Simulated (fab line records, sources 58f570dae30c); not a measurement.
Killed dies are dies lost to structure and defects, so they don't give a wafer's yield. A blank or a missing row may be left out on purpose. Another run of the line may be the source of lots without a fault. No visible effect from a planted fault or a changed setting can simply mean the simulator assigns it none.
fab line records ; flow berkeley-cmos170 ; part 2 of 2: steps 24 to 32 of 32
record lots=5; wafers=15; last-day=12
route steps=331 shown SCREENOX@103 NVT@104 PVT@115 GATE@125 FIELD@126
lots that met no fault: from a run of the same line without faults
start-h: hours from the record's opening day to when the first of the lot's shown wafers began ; wait-h: hours from the lot's prior step to this one ; " identical to the entry in the row above ; L1.1+2: a row that stands for several wafers ; - value missing, or start not given ; * or withheld: withheld ; < > ~ a bound
route shown NAME@n: NAME is a module with steps in the file, n the number in the route of the first one ; usual: mean/standard deviation taken from wafers without a fault ; same: alike in all rows ; chamber/n: place in a boat ; sites: readings site by site ; _std_site: their standard deviation ; _edge_site: mean of outer sites minus mean of inner sites ; radius-mm: for every site, how far away it sits from the centre of the wafer ; mask NAME#n: copy n ; behind: the last tool/chamber to shape the wafer ; hold: the reason the lot was held/the length of the hold in hours/how it ended ; device: the n, p or np transistor that did not switch ; end of line: at the end of the route, the tests of the same wafers ; a step without rows: its recipe alone ; killed: count of dies lost to structure and defects at first sort (not the wafer's yield) ; map: per-die view of a wafer (x killed, . not killed, _ where there is no die)
set.NAME: the run value of the setting; set.NAME@STEP: its run value at that earlier step ; model.NAME: the simulator's own value behind a step, which no gauge read
a table for each step, a row for each wafer; lots at some steps of the route
services: a tool's chamber out of use, with start hour (start-h, from the record's first day; less than 0 if before it), hours out, and reason
## steps
# step UCB170_FIELD_THK_MEAS_91
# recipe reads=SiO2_of_FIELD_OXIDATION_01
# usual FIELD_OXIDE_LEFT_2_THK=357/11
lot.wafer;tool;chamber;start-h;wait-h;FIELD_OXIDE_LEFT_2_THK[nm]
L074.2;film-metro-02;-;142.71;0.0;369
L074.3;film-metro-02;-;142.71;0.0;369
L074.4;film-metro-02;-;142.71;0.0;367
L075.1;film-metro-02;-;150.45;0.0;335
L075.2;film-metro-02;-;150.45;0.0;348
L075.5;film-metro-02;-;150.45;0.0;334
L079.1;film-metro-04;-;169.60;0.0;354
L079.2;film-metro-04;-;169.60;0.0;348
L079.3;film-metro-04;-;169.60;0.0;342
L085.1;film-metro-01;-;189.50;0.0;357
L085.3;film-metro-01;-;189.50;0.0;363
L085.6;film-metro-01;-;189.50;0.0;361
L090.2;film-metro-04;-;228.02;0.0;359
L090.4;film-metro-04;-;228.02;0.0;354
L090.5;film-metro-04;-;228.02;0.0;357
# step UCB170_GATE_OXIDATION_01
# recipe temp-c=850; ambient=O2; target-thk-a=66; ox-time-s=1800
# usual spike-tc-centre-C=852.5/1.3; tube-center-temp-C=850/0.083; zone-power-load-pct=24/3.3
lot.wafer;tool;chamber;start-h;wait-h;spike-tc-centre-C;tube-center-temp-C;zone-power-load-pct
L074.2;furnace-02;0;146.34;3.6;851.5;849.96;20
L074.3;furnace-02;0;146.34;3.6;853.4;850.02;20
L074.4;furnace-02;0;146.34;3.6;854.4;849.91;20
L075.1;furnace-04;0;159.65;9.2;852.7;850.06;26
L075.2;furnace-04;0;159.65;9.2;852.6;850.05;26
L075.5;furnace-04;0;159.65;9.2;850.9;850.05;27
L079.1;furnace-04;0;173.68;4.1;852.7;849.95;27
L079.2;furnace-04;0;173.68;4.1;851.2;850.13;27
L079.3;furnace-04;0;173.68;4.1;853.3;849.95;27
L085.1;furnace-02;0;195.06;5.6;854.2;850.05;20
L085.3;furnace-02;0;195.06;5.6;852.3;849.99;20
L085.6;furnace-02;0;195.06;5.6;852.7;849.99;20
L090.2;furnace-04;0;233.68;5.7;850.3;849.91;27
L090.4;furnace-04;0;233.68;5.7;851.8;850.02;26
L090.5;furnace-04;0;233.68;5.7;853.5;849.98;27
# step UCB170_GATE_THK_MEAS_02
# recipe reads=SiO2_of_GATE_OXIDATION_01
# usual GATE_OXIDE_THK=6.58/0.15
lot.wafer;tool;chamber;start-h;wait-h;GATE_OXIDE_THK[nm]
L074.2;film-metro-01;-;147.85;0.0;6.74
L074.3;film-metro-01;-;147.85;0.0;6.77
L074.4;film-metro-01;-;147.85;0.0;6.69
L075.1;film-metro-01;-;161.15;0.0;6.69
L075.2;film-metro-01;-;161.15;0.0;6.81
L075.5;film-metro-01;-;161.15;0.0;6.61
L079.1;film-metro-03;-;175.18;0.0;6.75
L079.2;film-metro-03;-;175.18;0.0;6.75
L079.3;film-metro-03;-;175.18;0.0;6.65
L085.1;film-metro-03;-;196.61;0.1;6.58
L085.3;film-metro-03;-;196.61;0.1;6.60
L085.6;film-metro-03;-;196.61;0.1;6.47
L090.2;film-metro-01;-;235.19;0.0;6.60
L090.4;film-metro-01;-;235.19;0.0;6.74
L090.5;film-metro-01;-;235.19;0.0;6.74
# step UCB170_GATE_ANNEAL_03
# recipe temp-c=900; time-s=1800; ambient=N2
# usual spike-tc-centre-C=901.5/1.7; tube-center-temp-C=900/0.08; zone-power-load-pct=25.4/2.9
# same time-s=1800
lot.wafer;tool;chamber;start-h;wait-h;spike-tc-centre-C;tube-center-temp-C;zone-power-load-pct
L074.2;furnace-01;0;153.62;5.8;900.0;899.87;24.5
L074.3;furnace-01;0;153.62;5.8;899.4;899.99;24.9
L074.4;furnace-01;0;153.62;5.8;900.8;900.03;24.2
L075.1;furnace-01;0;165.32;4.2;899.9;900.1;24.5
L075.2;furnace-01;0;165.32;4.2;898.7;900.06;24.9
L075.5;furnace-01;0;165.32;4.2;899.5;899.91;24.5
L079.1;furnace-01;0;180.27;5.1;901.3;899.96;24.7
L079.2;furnace-01;0;180.27;5.1;900.4;899.87;24.3
L079.3;furnace-01;0;180.27;5.1;900.2;900.08;24.6
L085.1;furnace-01;0;205.18;8.6;900.4;900.02;24.4
L085.3;furnace-01;0;205.18;8.6;899.9;900.09;24.7
L085.6;furnace-01;0;205.18;8.6;900.8;900;24.9
L090.2;furnace-04;0;237.76;2.6;901.5;900.04;30.4
L090.4;furnace-04;0;237.76;2.6;902.6;899.97;30.2
L090.5;furnace-04;0;237.76;2.6;902.4;900.12;30.5
# step UCB170_GATE_CVD_04
# recipe material=poly-Si; temp-c=610; precursor=SiH4; time-s=1440; pressure-mtorr=375; target-thk-nm=214; sih4-flow-sccm=120
# usual spike-tc-centre-C=611.8/1.1; zone-power-load-pct=11.5/0.8
# same time-s=1440
lot.wafer;tool;chamber;start-h;wait-h;spike-tc-centre-C;zone-power-load-pct
L074.2;lpcvd-01;1;155.12;0.0;610.3;11.8
L074.3;lpcvd-01;1;155.12;0.0;611.0;11.9
L074.4;lpcvd-01;1;155.12;0.0;611.7;11.9
L075.1;lpcvd-01;1;166.90;0.1;612.8;11.8
L075.2;lpcvd-01;1;166.90;0.1;610.6;11.6
L075.5;lpcvd-01;1;166.90;0.1;611.7;11.8
L079.1;lpcvd-02;1;181.77;0.0;613.7;13.0
L079.2;lpcvd-02;1;181.77;0.0;612.7;13.0
L079.3;lpcvd-02;1;181.77;0.0;613.9;13.2
L085.1;lpcvd-01;0;206.68;0.0;612.7;10.8
L085.3;lpcvd-01;0;206.68;0.0;611.1;11.0
L085.6;lpcvd-01;0;206.68;0.0;612.0;11.0
L090.2;lpcvd-01;0;240.66;1.4;610.3;10.9
L090.4;lpcvd-01;0;240.66;1.4;612.9;10.8
L090.5;lpcvd-01;0;240.66;1.4;611.3;11.0
# step UCB170_GATE_THK_MEAS_05
# recipe reads=poly-Si_of_GATE_CVD_04
# usual GATE_POLY_THK=214.3/2.3
lot.wafer;tool;chamber;start-h;wait-h;GATE_POLY_THK[nm]
L074.2;film-metro-01;-;157.23;0.0;215.1
L074.3;film-metro-01;-;157.23;0.0;214.3
L074.4;film-metro-01;-;157.23;0.0;213.7
L075.1;film-metro-02;-;169.00;0.0;217.5
L075.2;film-metro-02;-;169.00;0.0;219.8
L075.5;film-metro-02;-;169.00;0.0;216.4
L079.1;film-metro-01;-;183.17;0.0;213.3
L079.2;film-metro-01;-;183.17;0.0;215.1
L079.3;film-metro-01;-;183.17;0.0;215.4
L085.1;film-metro-03;-;208.09;0.0;217.2
L085.3;film-metro-03;-;208.09;0.0;214.6
L085.6;film-metro-03;-;208.09;0.0;216.2
L090.2;film-metro-03;-;242.07;0.0;208.7
L090.4;film-metro-03;-;242.07;0.0;209.2
L090.5;film-metro-03;-;242.07;0.0;209.4
# step UCB170_GATE_COAT_06
# recipe resist=BARC; temp-c=withheld; time-s=withheld; spin-rpm=3000; resist-thk-nm=withheld
# usual exhaust-pa=45.0/0.89; resist-line-temp-C=*
lot.wafer;tool;chamber;start-h;wait-h;exhaust-pa;resist-line-temp-C
L074.2;litho-track-01;0;157.88;0.6;45.5;*
L074.3;litho-track-01;0;157.88;0.6;46.1;*
L074.4;litho-track-01;0;157.88;0.6;45.8;*
L075.1;litho-track-02;0;169.11;0.1;45.2;*
L075.2;litho-track-02;0;169.11;0.1;46.6;*
L075.5;litho-track-02;0;169.11;0.1;46.1;*
L079.1;litho-track-03;0;183.60;0.4;44.4;*
L079.2;litho-track-03;0;183.60;0.4;44.5;*
L079.3;litho-track-03;0;183.60;0.4;44.6;*
L085.1;litho-track-02;0;208.70;0.6;43.9;*
L085.3;litho-track-02;0;208.70;0.6;44.1;*
L085.6;litho-track-02;0;208.70;0.6;44.4;*
L090.2;litho-track-01;0;242.15;0.1;45.9;*
L090.4;litho-track-01;0;242.15;0.1;44.5;*
L090.5;litho-track-01;0;242.15;0.1;44.4;*
# step UCB170_GATE_COAT_07
# recipe resist=KrF; spin-rpm=1500; resist-thk-nm=900
# usual exhaust-pa=45.1/0.86; resist-line-temp-C=23.00/0.1
lot.wafer;tool;chamber;start-h;wait-h;exhaust-pa;resist-line-temp-C
L074.2;litho-track-01;0;-;-;44.7;23.13
L074.3;litho-track-01;0;-;-;44.2;22.86
L074.4;litho-track-01;0;-;-;43.9;23.12
L075.1;litho-track-02;0;-;-;45.4;22.96
L075.2;litho-track-02;0;-;-;45.3;22.95
L075.5;litho-track-02;0;-;-;44.1;22.97
L079.1;litho-track-03;0;-;-;44.7;23.15
L079.2;litho-track-03;0;-;-;44.6;23.04
L079.3;litho-track-03;0;-;-;44.1;22.99
L085.1;litho-track-02;0;-;-;44.3;22.88
L085.3;litho-track-02;0;-;-;44.7;22.98
L085.6;litho-track-02;0;-;-;43.4;22.85
L090.2;litho-track-01;0;-;-;46.5;23.01
L090.4;litho-track-01;0;-;-;45.1;22.78
L090.5;litho-track-01;0;-;-;46.0;22.94
# step UCB170_GATE_SOFTBAKE_08
# recipe resist=KrF; temp-c=130; time-s=60
# usual exhaust-pa=44.9/0.92; resist-line-temp-C=23.01/0.11
# same time-s=60
lot.wafer;tool;chamber;start-h;wait-h;exhaust-pa;resist-line-temp-C
L074.2;litho-track-01;0;-;-;44.2;22.98
L074.3;litho-track-01;0;-;-;45.5;22.92
L074.4;litho-track-01;0;-;-;45.3;22.99
L075.1;litho-track-02;0;-;-;43.9;23.15
L075.2;litho-track-02;0;-;-;46.0;23.23
L075.5;litho-track-02;0;-;-;44.5;23.15
L079.1;litho-track-03;0;-;-;43.1;23.14
L079.2;litho-track-03;0;-;-;44.3;23.05
L079.3;litho-track-03;0;-;-;43.5;22.87
L085.1;litho-track-02;0;-;-;45.6;23.13
L085.3;litho-track-02;0;-;-;45.2;23.04
L085.6;litho-track-02;0;-;-;45.4;23.07
L090.2;litho-track-01;0;-;-;45.3;23.05
L090.4;litho-track-01;0;-;-;44.2;22.90
L090.5;litho-track-01;0;-;-;43.3;22.87
## services
tool;chamber;start-h;hours;kind
plasma-asher-02;-;117.05;8.3;repair
furnace-04;-;125.00;3.5;pm
krf-scanner-01;-;125.54;3.6;pm
plasma-asher-04;-;128.24;10.0;pm
krf-scanner-02;0;140.90;-;calibration
plasma-asher-04;-;147.44;3.3;repair
plasma-asher-03;-;148.33;2.8;pm
krf-scanner-01;-;150.34;0.4;repair
krf-scanner-02;-;175.49;1.0;pm
implanter-02;-;176.67;2.3;repair
krf-scanner-01;0;180.87;-;calibration
krf-scanner-01;-;182.83;1.3;pm
furnace-01;-;200.41;3.5;pm
implanter-02;-;201.31;1.2;repair
furnace-02;-;201.39;3.2;pm
krf-scanner-01;-;202.54;0.8;pm
krf-scanner-02;-;206.17;0.4;repair
krf-scanner-02;-;211.51;1.3;pm
krf-scanner-02;-;212.81;7.2;pm
implanter-04;-;216.32;2.1;repair
implanter-04;-;232.36;2.7;repair
implanter-02;-;238.77;3.5;pm
